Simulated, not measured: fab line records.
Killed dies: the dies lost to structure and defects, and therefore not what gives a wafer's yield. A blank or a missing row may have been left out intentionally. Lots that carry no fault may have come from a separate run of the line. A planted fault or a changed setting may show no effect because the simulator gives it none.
Split-lot study | flow berkeley_cmos170 | route with 331 steps; 5 lots, 27 wafers read

## ON THE SPLIT
At UCB170_V2_ETCH_14 (etches SiO2 in CHF3/CF4/Ar, stops on Al, target depth 1250 nm, time 291 s), the setting time_s was moved away from the recipe's 291 s on 9 of the 27 wafers read, by -27.9% to +51.8%. The other wafers ran this setting at the recipe's value.

## FROM SPLIT TO READING: 1 step shown by the file between the two
- UCB170_V2_STRIP_15: strips in O2

## THE READING
At UCB170_V2_CD_MEAS_90: cd_nm in nanometres, against a target cd of 700 nm. Fault-free wafers of this fab line usually give 700.0 nm, standard deviation 1.4 nm.

wafer  | tool, chamber at the split | time_s as run, s | against the recipe | cd_nm, nm | against lot-mates on the recipe
L074.1 | rie_diel-04, 0             | 291              | recipe             | 699.5     | -
L074.2 | rie_diel-04, 2             | 441.8            | +51.8%             | 704.0     | +4.0
L074.3 | rie_diel-04, 3             | 441.8            | +51.8%             | 705.9     | +5.9
L074.4 | rie_diel-04, 1             | 291              | recipe             | 700.1     | -
L074.5 | rie_diel-04, 3             | 441.8            | +51.8%             | 706.3     | +6.3
L074.6 | rie_diel-04, 2             | 291              | recipe             | 700.5     | -
L078.1 | rie_diel-02, 3             | 209.8            | -27.9%             | 698.5     | -4.0
L078.2 | rie_diel-02, 2             | 209.8            | -27.9%             | 701.0     | -1.5
L078.3 | rie_diel-02, 1             | 209.8            | -27.9%             | 698.6     | -3.9
L078.4 | rie_diel-02, 0             | 291              | recipe             | 702.3     | -
L078.5 | rie_diel-02, 2             | 291              | recipe             | 702.1     | -
L078.6 | rie_diel-02, 3             | 291              | recipe             | 703.0     | -
L077.1 | rie_diel-02, 0             | 291              | recipe             | 701.4     | -
L077.2 | rie_diel-02, 3             | 291              | recipe             | 701.1     | -
L077.3 | rie_diel-02, 2             | 291              | recipe             | 699.2     | -
L077.4 | rie_diel-02, 1             | 291              | recipe             | 701.9     | -
L077.5 | rie_diel-02, 1             | 291              | recipe             | 701.9     | -
L077.6 | rie_diel-02, 0             | 291              | recipe             | 703.3     | -
L079.1 | rie_diel-03, 0             | 291              | recipe             | 700.7     | -
L079.2 | rie_diel-03, 2             | 291              | recipe             | 699.9     | -
L079.3 | rie_diel-03, 1             | 291              | recipe             | 700.3     | -
L079.4 | rie_diel-03, 0             | 371.8            | +27.8%             | 703.1     | +2.8
L079.5 | rie_diel-03, 1             | 371.8            | +27.8%             | 701.9     | +1.6
L079.6 | rie_diel-03, 2             | 371.8            | +27.8%             | 703.4     | +3.1
L081.2 | rie_diel-03, 1             | 291              | recipe             | 698.9     | -
L081.3 | rie_diel-03, 3             | 291              | recipe             | 698.4     | -
L081.4 | rie_diel-03, 0             | 291              | recipe             | 699.4     | -

FIT RESULTS
A straight line over all 27 wafers: cd_nm changes by +0.0775 nm for each +1% of time_s; r = +0.78; the points scatter about the line by 1.4 nm.
The same after taking each lot's own level away (the mean of its wafers on the recipe; 27 wafers): +0.103 nm for each +1%; r = +0.93; scatter 0.88 nm.
Per that fit: largest time_s move, reading shift of 5.4 nm.
Measured against the standard deviation above, the lots' own levels, which go from 698.90 to 702.47 nm, span 2.5 times it.
So the lot-to-lot level blurs the effect unless lot-mates are compared.
Check: for one of the wafers moved furthest among these (+51.8%), held out of the fit, the line's prediction against its lot-mates is +5.65 nm. Against them it came out at +3.97 nm.

## THESE WAFERS: OTHER SPLITS
Before the reading, these wafers also passed through other splits. Each is held against what the fit with the lots' levels taken away leaves over:
other split on the same wafers          | wafers away from the commonest value | r with cd_nm (lot level and that fit taken away)
UCB170_NWELL_OXIDATION_01 ox_time_s     | 21                                   | +0.02
UCB170_WELLDRIVE_OXIDATION_01 ox_time_s | 6                                    | -0.04
UCB170_V1_CVD_00 time_s                 | 12                                   | -0.04

## THE WHOLE CHAIN: every reading that the file lists as answering this split, in the file's order
step                 | what it does                                                              | reading                                                                   | change (the file's fit)                                                            | r (the file's)
UCB170_V2_ETCH_14    | etches SiO2 in CHF3/CF4/Ar, stops on Al, target depth 1250 nm, time 291 s | KrF_of_V2_COAT_07.thk_nm (the simulator's own value, which no gauge read) | -2.8 nm for each +1% of the setting                                                | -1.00
UCB170_V2_ETCH_14    | etches SiO2 in CHF3/CF4/Ar, stops on Al, target depth 1250 nm, time 291 s | V2.feature_depth_nm (the simulator's own value, which no gauge read)      | not straight: 911.7 at the lowest setting, 1000 at the recipe, 1017 at the highest | not given
UCB170_V2_STRIP_15   | strips in O2                                                              | strip_time_to_endpoint_s                                                  | withheld for each +1% of the setting                                               | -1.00
UCB170_V2_CD_MEAS_90 | target cd 700 nm                                                          | cd_nm                                                                     | +0.102 nm for each +1% of the setting                                              | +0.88

## FILE'S OWN FIT
cd_nm changes by +0.102 nm for each +1% of time_s, r = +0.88.
